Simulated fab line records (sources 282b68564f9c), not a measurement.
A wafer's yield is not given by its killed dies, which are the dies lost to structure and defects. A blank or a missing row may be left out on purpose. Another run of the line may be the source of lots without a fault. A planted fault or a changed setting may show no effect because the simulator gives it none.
Which tool is to blame? / flow rit_cmos / 7 lots, 21 wafers sampled, at 2 steps of a route of 202

WHAT EACH GAUGE READ, for each wafer
RIT_NSD_TW_MEAS_10.
lot=L495; measured=day 3 15:05; on=film_metro-02; NSD_TW=3096 3082 3089
lot=L498; measured=day 4 06:51; on=film_metro-04; NSD_TW=3102 3089 3110
lot=L502; measured=day 4 22:18; on=film_metro-01; NSD_TW=3083 3091 3092
lot=L504; measured=day 5 08:06; on=film_metro-01; NSD_TW=3109 3073 3096
lot=L509; measured=day 6 08:32; on=film_metro-01; NSD_TW=3092 3077 3088
lot=L512; measured=day 6 23:04; on=film_metro-02; NSD_TW=30 30 30
lot=L515; measured=day 7 15:25; on=film_metro-04; NSD_TW=3120 3117 3119

TOOL THAT RAN EACH LOT (tool first, then ch and the chambers of the sampled wafers, then the start)
lot=L495; RIT_NSD_DEVELOP_05=litho_track-04 ch 0, day 3 14:00
lot=L498; RIT_NSD_DEVELOP_05=litho_track-03 ch 0, day 4 06:00
lot=L502; RIT_NSD_DEVELOP_05=litho_track-04 ch 0, day 4 21:00
lot=L504; RIT_NSD_DEVELOP_05=litho_track-04 ch 0, day 5 07:00
lot=L509; RIT_NSD_DEVELOP_05=litho_track-04 ch 0, day 6 07:00
lot=L512; RIT_NSD_DEVELOP_05=litho_track-04 ch 0, day 6 22:00
lot=L515; RIT_NSD_DEVELOP_05=litho_track-02 ch 0, day 7 14:00
- RIT_NSD_DEVELOP_05: develop time 50 s.

THE ANSWER, worked out from the rows above alone
Rule: usual is defined by the lots themselves. Put in order of their means at a reading, lots are off if they are a third of the lots or fewer, leave a main group of 4 or more, and stand apart from it by a gap of 3 or more times the standard deviation of the main group's means; of several such gaps the widest counts. A main group is skipped when, at the precision printed for the reading in the tables above, its means are all equal. A lot without any number at a reading at which 4 lots or more have one is off too. The other lots that the step has rows for count as sound.
Off: L512, at RIT_NSD_TW_MEAS_10 (NSD_TW). For the main group the mean is 3096 and the standard deviation 11.
If a tool, at a process step before that reading, ran all the lots that are off and no sound lot after the first of them, it fits. Those tools and the gauges at RIT_NSD_TW_MEAS_10 are tried in the same way. Can't be told from this: 2 tools fit, litho_track-04 at RIT_NSD_DEVELOP_05, film_metro-02 at RIT_NSD_TW_MEAS_10.

WHAT THE SIMULATOR PUT IN
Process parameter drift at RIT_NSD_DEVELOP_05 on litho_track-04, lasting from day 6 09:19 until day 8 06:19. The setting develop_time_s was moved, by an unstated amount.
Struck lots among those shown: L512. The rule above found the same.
